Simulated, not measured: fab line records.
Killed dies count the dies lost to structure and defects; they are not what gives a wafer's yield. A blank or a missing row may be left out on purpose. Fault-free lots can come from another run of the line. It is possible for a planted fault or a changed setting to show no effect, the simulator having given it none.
fab line records	flow rit_cmos
[record] lots = 14	wafers = 42	last_day = 7
route steps=202 shown NSD@140 SILICIDE@164 CONTACT@168 M1@202
lots that met no fault: taken from a fault-free run of the same line
start_h: start of the lot's first displayed wafer, in hours after the record's first day	wait_h: time in hours since the lot's previous step	" same as the row above	L1.1+2: one row covering several wafers at once	- no value, or no start given	* or withheld: withheld	< > ~ a bound
route shown NAME@n: names a module that has steps shown in the file, with the first one's number in the route	usual: mean/standard deviation taken from wafers without a fault	same: alike in all rows	chamber/n: place in a boat	sites: per-site readings	_std_site: the values' standard deviation	_edge_site: mean of outer sites minus mean of inner sites	radius_mm: how far each site lies from the wafer's centre	mask NAME#n: copy n	behind: tool/chamber where the wafer was last shaped	hold: what put the lot on hold/how long, in hours/how the hold closed	device: the n, p or np transistor that did not switch	end of line: the route-end tests of the same wafers	for a step that has no rows: nothing shown but its recipe	killed: the dies lost at the first sort to structure and to defects; this is not the yield of the wafer	map: the dies of a wafer, with x for killed, . for not killed, _ for no die there
set.NAME: the setting that was run; set.NAME@STEP: the one run at that earlier step	model.NAME: the simulator's own value behind a step, which no gauge read
one table for each step of the route and one row for each wafer, over a sample of lots
services: a tool's chamber out of use, with start hour (start_h, from the record's first day; less than 0 if before it), hours out, and reason
[[steps]]
[step RIT_NSD_STRIP_09]
[recipe] chemistry = O2	time_s = 180	resist = NOVOLAK	platen_temp_c = withheld	power_w = 500	pressure_mtorr = 4000	o2_flow_sccm = 4000
[usual] drypump_motor_current_A = 5.5/0.43
lot.wafer	tool	chamber	start_h	wait_h	drypump_motor_current_A	rf_hours_counter_h
L433.1	plasma_asher-01	0	47.18	0.1	4.6	40
L433.3	"	1	"	"	5.2	-
L433.6	"	0	"	"	4.6	-
L434.1	plasma_asher-01	1	56.74	0.1	5.2	41
L434.2	"	0	"	"	4.7	41
L434.6	"	0	"	"	4.7	-
L435.2	plasma_asher-04	0	59.07	0.1	5.3	27
L435.3	"	1	"	"	5.8	-
L435.4	"	0	"	"	5.3	-
L436.1	plasma_asher-03	1	63.18	0.1	5.8	40
L436.3	"	0	"	"	5.9	-
L436.4	"	1	"	"	5.8	-
L440.1	plasma_asher-03	0	81.89	0.1	6.0	42
L440.5	"	1	"	"	5.9	-
L440.6	"	0	"	"	6.0	-
L443.1	plasma_asher-01	0	96.43	0.1	4.7	45
L443.2	"	1	"	"	5.2	45
L443.6	"	0	"	"	4.6	-
L447.1	plasma_asher-03	1	119.67	0.1	5.8	46
L447.3	"	1	"	"	5.8	-
L447.6	"	0	"	"	6.0	-
L448.1	plasma_asher-04	0	122.53	0.1	5.3	33
L448.4	"	1	"	"	5.7	-
L448.6	"	1	"	"	5.8	-
L450.1	plasma_asher-04	0	133.91	0.1	5.3	35
L450.2	"	1	"	"	5.8	35
L450.6	"	1	"	"	5.8	-
L451.2	plasma_asher-03	0	137.71	0.1	6.0	48
L451.4	"	1	"	"	5.9	-
L451.5	"	0	"	"	6.0	-
L453.2	plasma_asher-01	1	147.87	0.1	5.2	51
L453.3	"	0	"	"	4.7	-
L453.5	"	1	"	"	5.2	-
L454.3	plasma_asher-04	1	153.51	0.1	5.7	-
L454.4	"	0	"	"	5.3	-
L454.6	"	0	"	"	5.3	-
L455.2	plasma_asher-04	0	158.22	0.1	5.3	37
L455.4	"	1	"	"	5.8	-
L455.5	"	0	"	"	5.3	-
L456.2	plasma_asher-03	1	162.68	0.1	5.8	51
L456.4	"	0	"	"	6.0	-
L456.6	"	1	"	"	5.8	-
[step RIT_SILICIDE_THK_MEAS_03]
[recipe] thk_meas_gauge = xrf	reads = Ti_of_SILICIDE_SPUTTER_01
[usual] SILICIDE_TI_THK = 30.1/0.39
lot.wafer	tool	chamber	start_h	wait_h	SILICIDE_TI_THK[nm]
L433.1	film_metro-02	-	50.15	0.1	30.6
L433.3	"	-	"	"	30.4
L433.6	"	-	"	"	30.4
L434.1	film_metro-02	-	59.61	0.1	30.8
L434.2	"	-	"	"	30.5
L434.6	"	-	"	"	30.4
L435.2	film_metro-01	-	61.94	0.1	30.0
L435.3	"	-	"	"	29.7
L435.4	"	-	"	"	30.0
L436.1	film_metro-04	-	66.05	0.1	31.0
L436.3	"	-	"	"	30.8
L436.4	"	-	"	"	30.5
L440.1	film_metro-01	-	85.10	0.1	29.7
L440.5	"	-	"	"	30.0
L440.6	"	-	"	"	29.8
L443.1	film_metro-04	-	99.40	0.1	29.9
L443.2	"	-	"	"	29.8
L443.6	"	-	"	"	29.8
L447.1	film_metro-04	-	122.72	0.1	30.2
L447.3	"	-	"	"	30.1
L447.6	"	-	"	"	30.0
L448.1	film_metro-01	-	125.38	0.1	29.5
L448.4	"	-	"	"	29.5
L448.6	"	-	"	"	29.7
L450.1	film_metro-04	-	136.99	0.1	30.4
L450.2	"	-	"	"	29.9
L450.6	"	-	"	"	30.3
L451.2	film_metro-01	-	140.91	0.1	29.4
L451.4	"	-	"	"	29.2
L451.5	"	-	"	"	29.3
L453.2	film_metro-02	-	150.76	0.1	30.3
L453.3	"	-	"	"	29.8
L453.5	"	-	"	"	30.0
L454.3	film_metro-02	-	156.37	0.1	30.6
L454.4	"	-	"	"	30.1
L454.6	"	-	"	"	30.1
L455.2	film_metro-02	-	161.42	0.1	29.8
L455.4	"	-	"	"	29.7
L455.5	"	-	"	"	29.5
L456.2	film_metro-02	-	165.88	0.1	30.2
L456.4	"	-	"	"	30.2
L456.6	"	-	"	"	29.9
[step RIT_SILICIDE_RTA_06]
[recipe] temp_c = 750	time_s = 10	idle_temp_c = 25	ramp_up_s = 5	ramp_down_s = 10	cool_to_c = 25	ambient = N2
[usual] wafer_temp_C_max = 752.5/1
lot.wafer	tool	chamber	start_h	wait_h	wafer_temp_C_max
L433.1	rtp_anneal-01	0	50.32	0.0	754.2
L433.3	"	0	"	"	753.6
L433.6	"	0	"	"	753.0
L434.1	rtp_anneal-02	0	59.78	0.0	751.5
L434.2	"	0	"	"	752.7
L434.6	"	0	"	"	752.3
L435.2	rtp_anneal-01	0	62.12	0.0	752.9
L435.3	"	0	"	"	753.4
L435.4	"	0	"	"	752.6
L436.1	rtp_anneal-02	0	66.22	0.0	752.6
L436.3	"	0	"	"	751.9
L436.4	"	0	"	"	752.7
L440.1	rtp_anneal-02	0	85.27	0.0	752.2
L440.5	"	0	"	"	752.9
L440.6	"	0	"	"	752.0
L443.1	rtp_anneal-01	0	99.56	0.0	754.0
L443.2	"	0	"	"	753.5
L443.6	"	0	"	"	753.5
L447.1	rtp_anneal-01	0	122.89	0.0	755.0
L447.3	"	0	"	"	753.9
L447.6	"	0	"	"	753.8
L448.1	rtp_anneal-02	0	125.55	0.0	751.8
L448.4	"	0	"	"	751.3
L448.6	"	0	"	"	751.1
L450.1	rtp_anneal-01	0	137.16	0.0	753.3
L450.2	"	0	"	"	753.4
L450.6	"	0	"	"	754.0
L451.2	rtp_anneal-02	0	141.08	0.0	752.8
L451.4	"	0	"	"	751.6
L451.5	"	0	"	"	751.6
L453.2	rtp_anneal-02	0	150.93	0.0	751.2
L453.3	"	0	"	"	751.5
L453.5	"	0	"	"	751.0
L454.3	rtp_anneal-02	0	156.54	0.0	751.6
L454.4	"	0	"	"	751.8
L454.6	"	0	"	"	751.8
L455.2	rtp_anneal-02	0	161.59	0.0	751.8
L455.4	"	0	"	"	751.4
L455.5	"	0	"	"	750.8
L456.2	rtp_anneal-02	0	166.05	0.0	751.2
L456.4	"	0	"	"	751.5
L456.6	"	0	"	"	751.7
[step RIT_CONTACT_CVD_00]
[recipe] material = SiO2	target_thk_nm = 400	precursor = TEOS	temp_c = 390	time_s = 63.41	rf_w = 400
[usual] heater_power_w = 324/66
lot.wafer	tool	chamber	start_h	wait_h	heater_power_w	since_wet_clean_h
L433.1	pecvd-04	0	50.39	0.1	370	606
L433.3	"	2	"	"	303	606
L433.6	"	0	"	"	277	-
L434.1	pecvd-03	0	59.84	0.1	326	1006
L434.2	"	2	"	"	378	1006
L434.6	"	0	"	"	350	-
L435.2	pecvd-02	2	62.18	0.0	317	1398
L435.3	"	2	"	"	335	-
L435.4	"	0	"	"	219	-
L436.1	pecvd-04	1	66.29	0.1	178	622
L436.3	"	2	"	"	267	622
L436.4	"	0	"	"	304	-
L440.1	pecvd-03	2	85.34	0.1	424	1031
L440.5	"	0	"	"	369	-
L440.6	"	2	"	"	339	-
L443.1	pecvd-03	0	99.63	0.1	408	1045
L443.2	"	2	"	"	355	1045
L443.6	"	1	"	"	374	-
L447.1	pecvd-02	2	122.96	0.1	405	1459
L447.3	"	0	"	"	278	1459
L447.6	"	0	"	"	302	-
L448.1	pecvd-04	0	125.61	0.1	309	681
L448.4	"	2	"	"	253	-
L448.6	"	0	"	"	327	-
L450.1	pecvd-02	0	137.23	0.1	292	1473
L450.2	"	2	"	"	404	1473
L450.6	"	2	"	"	420	-
L451.2	pecvd-04	1	141.14	0.0	204	696
L451.4	"	2	"	"	248	-
L451.5	"	1	"	"	215	-
L453.2	pecvd-02	0	150.99	0.0	289	1487
L453.3	"	1	"	"	293	1487
L453.5	"	0	"	"	289	-
L454.3	pecvd-03	1	156.58	0.0	441	1102
L454.4	"	0	"	"	378	-
L454.6	"	2	"	"	327	-
L455.2	pecvd-04	1	161.65	0.0	208	717
L455.4	"	0	"	"	337	-
L455.5	"	2	"	"	330	-
L456.2	pecvd-02	2	166.11	0.0	388	1502
L456.4	"	1	"	"	302	-
L456.6	"	0	"	"	302	-
[step RIT_CONTACT_THK_MEAS_01]
[recipe] reads = SiO2_of_CONTACT_CVD_00
[usual] CONTACT_TEOS_THK = 414/5.2
lot.wafer	tool	chamber	start_h	wait_h	CONTACT_TEOS_THK[nm]
L433.1	film_metro-03	-	50.44	0.0	403
L433.3	"	-	"	"	405
L433.6	"	-	"	"	414
L434.1	film_metro-03	-	59.89	0.0	416
L434.2	"	-	"	"	415
L434.6	"	-	"	"	418
L435.2	film_metro-01	-	62.26	0.1	409
L435.3	"	-	"	"	415
L435.4	"	-	"	"	419
L436.1	film_metro-01	-	66.34	0.0	411
L436.3	"	-	"	"	409
L436.4	"	-	"	"	421
L440.1	film_metro-03	-	85.41	0.1	411
L440.5	"	-	"	"	356
L440.6	"	-	"	"	414
L443.1	film_metro-01	-	99.68	0.0	348
L443.2	"	-	"	"	412
L443.6	"	-	"	"	408
L447.1	film_metro-02	-	123.01	0.0	418
L447.3	"	-	"	"	417
L447.6	"	-	"	"	419
L448.1	film_metro-03	-	125.66	0.0	407
L448.4	"	-	"	"	422
L448.6	"	-	"	"	415
L450.1	film_metro-01	-	137.28	0.0	415
L450.2	"	-	"	"	418
L450.6	"	-	"	"	418
L451.2	film_metro-01	-	141.20	0.0	408
L451.4	"	-	"	"	409
L451.5	"	-	"	"	410
L453.2	film_metro-01	-	151.05	0.0	407
L453.3	"	-	"	"	409
L453.5	"	-	"	"	414
L454.3	film_metro-01	-	156.65	0.0	416
L454.4	"	-	"	"	418
L454.6	"	-	"	"	425
L455.2	film_metro-01	-	161.71	0.0	407
L455.4	"	-	"	"	412
L455.5	"	-	"	"	410
L456.2	film_metro-03	-	166.17	0.0	412
L456.4	"	-	"	"	414
L456.6	"	-	"	"	416
[step RIT_M1_PROBE_99]
[usual] killed_at_contacts = 0.0/0.18	killed_at_front_end = 6/3.1	killed_dies = 6/3.1	killed_on_rim = 1.7/1.5	killed_open = 3.4/1.9	killed_short = 3.1/2
[same] gross_dies = 264	killed_at_M0_to_M3 = 0	killed_at_M4_up = 0	killed_at_back_side = 0	killed_at_other = 0
lot.wafer	tool	chamber	start_h	wait_h	killed_at_contacts	killed_at_front_end	killed_dies	killed_on_rim	killed_open	killed_short
L433.1	prober-02	-	56.95	0.1	0	8	8	1	6	2
L433.3	prober-02	-	57.05	0.2	0	6	6	2	1	5
L433.6	prober-02	-	57.20	0.2	0	7	7	2	5	2
L434.1	prober-01	-	66.20	0.1	0	8	8	4	2	6
L434.2	prober-01	-	66.25	0.1	0	8	8	2	3	5
L434.6	prober-01	-	66.45	0.2	0	2	2	0	2	0
L435.2	prober-02	-	70.20	0.1	0	3	3	0	2	1
L435.3	prober-02	-	70.25	0.2	0	2	2	0	0	2
L435.4	prober-02	-	70.30	0.2	0	9	9	4	5	4
L436.1	prober-02	-	72.68	0.1	0	5	5	0	5	0
L436.3	prober-02	-	72.78	0.2	0	10	10	4	6	4
L436.4	prober-02	-	72.83	0.2	0	8	8	2	5	3
L440.1	prober-02	-	91.88	0.1	0	5	5	0	3	2
L440.5	prober-02	-	92.08	0.2	0	8	8	3	4	4
L440.6	prober-02	-	92.13	0.2	0	6	6	3	2	4
L443.1	prober-01	-	106.25	0.1	0	5	5	1	2	3
L443.2	prober-01	-	106.30	0.1	0	9	9	0	5	4
L443.6	prober-01	-	106.50	0.2	0	8	8	0	5	3
L447.1	prober-01	-	129.34	0.1	0	10	10	4	5	5
L447.3	prober-01	-	129.44	0.2	0	12	12	2	7	5
L447.6	prober-01	-	129.59	0.2	0	12	12	2	8	4
L448.1	prober-02	-	131.90	0.1	1	5	6	2	4	2
L448.4	prober-02	-	132.05	0.2	0	5	5	4	3	2
L448.6	prober-02	-	132.15	0.2	0	5	5	0	2	3
L450.1	prober-02	-	143.63	0.1	0	6	6	3	5	1
L450.2	prober-02	-	143.68	0.1	0	4	4	1	3	1
L450.6	prober-02	-	143.88	0.2	0	2	2	0	0	2
L451.2	prober-01	-	147.88	0.1	0	6	6	2	3	3
L451.4	prober-01	-	147.98	0.2	0	11	11	5	6	5
L451.5	prober-01	-	148.03	0.2	0	4	4	1	3	1
L453.2	prober-01	-	157.82	0.1	0	2	2	0	1	1
L453.3	prober-01	-	157.87	0.2	0	7	7	3	2	5
L453.5	prober-01	-	157.97	0.2	0	7	7	3	2	5
L454.3	prober-02	-	163.49	0.2	0	6	6	0	0	6
L454.4	prober-02	-	163.54	0.2	0	5	5	2	3	2
L454.6	prober-02	-	163.64	0.2	0	5	5	3	4	1
L455.2	prober-01	-	168.54	0.1	0	8	8	1	6	2
L455.4	prober-01	-	168.64	0.2	0	7	7	3	3	4
L455.5	prober-01	-	168.69	0.2	0	4	4	0	2	2
L456.2	prober-02	-	172.68	0.1	0	0	0	0	0	0
L456.4	prober-02	-	172.78	0.2	0	3	3	1	1	2
L456.6	prober-02	-	172.88	0.2	0	4	4	1	2	2
// killed by level:class
L433.1 GATE:geometric_particle:open=3 FOX1:geometric_particle:open=2 GATE:geometric_particle:short=1 REOX:geometric_particle:short=1 SILICIDE:geometric_particle:open=1
L433.3 SILICIDE:geometric_particle:short=2 FOX1:geometric_particle:short=1 GATE:geometric_particle:open=1 GATE:geometric_particle:short=1 REOX:geometric_particle:short=1
L433.6 GATE:geometric_particle:open=5 FOX1:geometric_particle:short=1 GATE:geometric_particle:short=1
L434.1 FOX1:geometric_particle:short=2 GATE:geometric_particle:open=2 GATE:geometric_particle:short=2 REOX:geometric_particle:short=1 SPACER:geometric_particle:short=1
L434.2 GATE:geometric_particle:short=2 FOX2:geometric_particle:short=1 GATE:geometric_particle:open=1 REOX:geometric_particle:open=1 REOX:geometric_particle:short=1 SPACER:geometric_particle:open=1 SILICIDE:geometric_particle:short=1
L434.6 GATE:geometric_particle:open=2
L435.2 GATE:geometric_particle:open=1 REOX:geometric_particle:short=1 SILICIDE:geometric_particle:open=1
L435.3 GATE:geometric_particle:short=1 REOX:geometric_particle:short=1
L435.4 FOX2:geometric_particle:open=3 GATE:geometric_particle:short=1 REOX:geometric_particle:open=1 REOX:geometric_particle:short=1 SPACER:geometric_particle:short=1 SILICIDE:geometric_particle:open=1 SILICIDE:geometric_particle:short=1
L436.1 GATE:geometric_particle:open=3 SPACER:geometric_particle:open=1 SILICIDE:geometric_particle:open=1
L436.3 GATE:geometric_particle:open=5 FOX1:geometric_particle:short=1 FOX2:geometric_particle:short=1 GATE:geometric_particle:short=1 REOX:geometric_particle:short=1 SILICIDE:geometric_particle:open=1
L436.4 GATE:geometric_particle:open=2 FOX1:geometric_particle:open=1 GATE:geometric_particle:short=1 SPACER:geometric_particle:open=1 SPACER:geometric_particle:short=1 SILICIDE:geometric_particle:short=1 SILICIDE:geometric_particle:open=1
L440.1 GATE:geometric_particle:open=2 FOX2:geometric_particle:short=1 GATE:geometric_particle:short=1 REOX:geometric_particle:open=1
L440.5 GATE:geometric_particle:short=3 GATE:geometric_particle:open=2 REOX:geometric_particle:open=2 REOX:geometric_particle:short=1
L440.6 FOX1:geometric_particle:open=1 GATE:geometric_particle:short=1 REOX:geometric_particle:short=1 REOX:geometric_particle:open=1 SPACER:geometric_particle:short=1 SILICIDE:geometric_particle:short=1
L443.1 FOX1:geometric_particle:short=2 FOX1:geometric_particle:open=1 GATE:geometric_particle:open=1 SPACER:geometric_particle:short=1
L443.2 GATE:geometric_particle:short=3 GATE:geometric_particle:open=2 SILICIDE:geometric_particle:open=2 FOX1:geometric_particle:open=1 SILICIDE:geometric_particle:short=1
L443.6 GATE:geometric_particle:short=3 GATE:geometric_particle:open=3 FOX1:geometric_particle:open=1 SPACER:geometric_particle:open=1
L447.1 SPACER:geometric_particle:open=3 GATE:geometric_particle:short=2 REOX:geometric_particle:short=2 FOX2:geometric_particle:open=1 GATE:geometric_particle:open=1 SPACER:geometric_particle:short=1
L447.3 GATE:geometric_particle:short=2 GATE:geometric_particle:open=2 REOX:geometric_particle:open=2 SPACER:geometric_particle:short=2 FOX2:geometric_particle:open=1 REOX:geometric_particle:short=1 SPACER:geometric_particle:open=1 SILICIDE:geometric_particle:open=1
L447.6 REOX:geometric_particle:open=6 REOX:geometric_particle:short=2 SILICIDE:geometric_particle:open=2 GATE:geometric_particle:short=1 SPACER:geometric_particle:short=1
L448.1 FOX1:geometric_particle:short=2 GATE:geometric_particle:open=2 REOX:geometric_particle:open=1 CONTACT:geometric_particle:open=1
L448.4 SPACER:geometric_particle:open=2 FOX2:geometric_particle:short=1 GATE:geometric_particle:open=1 SPACER:geometric_particle:short=1
L448.6 FOX1:geometric_particle:short=1 FOX1:geometric_particle:open=1 FOX2:geometric_particle:short=1 GATE:geometric_particle:short=1 SPACER:geometric_particle:open=1
L450.1 SILICIDE:geometric_particle:open=3 FOX1:geometric_particle:open=1 GATE:geometric_particle:open=1 REOX:geometric_particle:short=1
L450.2 FOX1:geometric_particle:short=1 FOX1:geometric_particle:open=1 GATE:geometric_particle:open=1 SPACER:geometric_particle:open=1
L450.6 REOX:geometric_particle:short=1 SILICIDE:geometric_particle:short=1
L451.2 REOX:geometric_particle:short=2 FOX1:geometric_particle:open=1 GATE:geometric_particle:open=1 SPACER:geometric_particle:open=1 SILICIDE:geometric_particle:short=1
L451.4 GATE:geometric_particle:open=3 GATE:geometric_particle:short=2 FOX1:geometric_particle:short=1 FOX1:geometric_particle:open=1 REOX:geometric_particle:short=1 SPACER:geometric_particle:open=1 SILICIDE:geometric_particle:short=1 SILICIDE:geometric_particle:open=1
L451.5 REOX:geometric_particle:open=1 SPACER:geometric_particle:short=1 SPACER:geometric_particle:open=1 SILICIDE:geometric_particle:open=1
L453.2 GATE:geometric_particle:open=1 SILICIDE:geometric_particle:short=1
L453.3 GATE:geometric_particle:short=3 FOX1:geometric_particle:short=1 FOX2:geometric_particle:open=1 GATE:geometric_particle:open=1 REOX:geometric_particle:short=1
L453.5 GATE:geometric_particle:short=4 FOX1:geometric_particle:open=1 FOX2:geometric_particle:open=1 SPACER:geometric_particle:short=1
L454.3 SPACER:geometric_particle:short=4 FOX1:geometric_particle:short=1 GATE:geometric_particle:short=1
L454.4 GATE:geometric_particle:open=3 GATE:geometric_particle:short=1 SILICIDE:geometric_particle:short=1
L454.6 GATE:geometric_particle:open=3 SPACER:geometric_particle:open=1 SPACER:geometric_particle:short=1
L455.2 GATE:geometric_particle:open=3 SPACER:geometric_particle:open=2 FOX1:geometric_particle:open=1 GATE:geometric_particle:short=1 SILICIDE:geometric_particle:short=1
L455.4 GATE:geometric_particle:open=2 FOX1:geometric_particle:short=1 GATE:geometric_particle:short=1 REOX:geometric_particle:short=1 SILICIDE:geometric_particle:open=1 SILICIDE:geometric_particle:short=1
L455.5 GATE:geometric_particle:short=2 GATE:geometric_particle:open=2
L456.4 GATE:geometric_particle:short=2 REOX:geometric_particle:open=1
L456.6 GATE:geometric_particle:short=1 GATE:geometric_particle:open=1 REOX:geometric_particle:open=1 REOX:geometric_particle:short=1
[[services]]
tool	chamber	start_h	hours	kind
pecvd-02	1	61.47	20.1	repair
pecvd-04	0	66.87	6.9	repair
pecvd-03	1	70.16	23.7	repair
pecvd-02	-	119.72	2.8	pm
rtp_anneal-01	-	130.25	1.1	pm
pecvd-04	0	152.00	8.1	repair
rtp_anneal-01	-	152.92	5.1	pm
pecvd-04	-	155.62	5.7	repair
pecvd-03	-	157.02	1.8	repair
pecvd-04	1	163.23	5.1	repair
[[key]]
[first_sign] step = RIT_CONTACT_THK_MEAS_01	reading = CONTACT_TEOS_THK	direction = down	sigmas = 12	usual = 414	struck = 352
effect none on later readings
met_at RIT_CONTACT_CVD_00
struck_lots L440,L443
struck_wafers L440.5,L443.1
tester_left_out L440,L443
not_acting_at RIT_NSD_STRIP_09,RIT_SILICIDE_THK_MEAS_03,RIT_SILICIDE_RTA_06
onset_between 59.84 85.34
[fault] kind = process_parameter_drift	tool = pecvd-03	chamber = 0	onset_h = 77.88	steps = RIT_CONTACT_CVD_00	channel = rf_w	offset = -160	shape = step	end_h = 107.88	stated = 400
// tester_left_out: of these lots the tester's yield and bins aren't shown, on N5 and GAA mostly nor the transistor test; their killed dies are dies lost to structure and defects alone, not to doping, threshold or leakage, so they don't give the yield
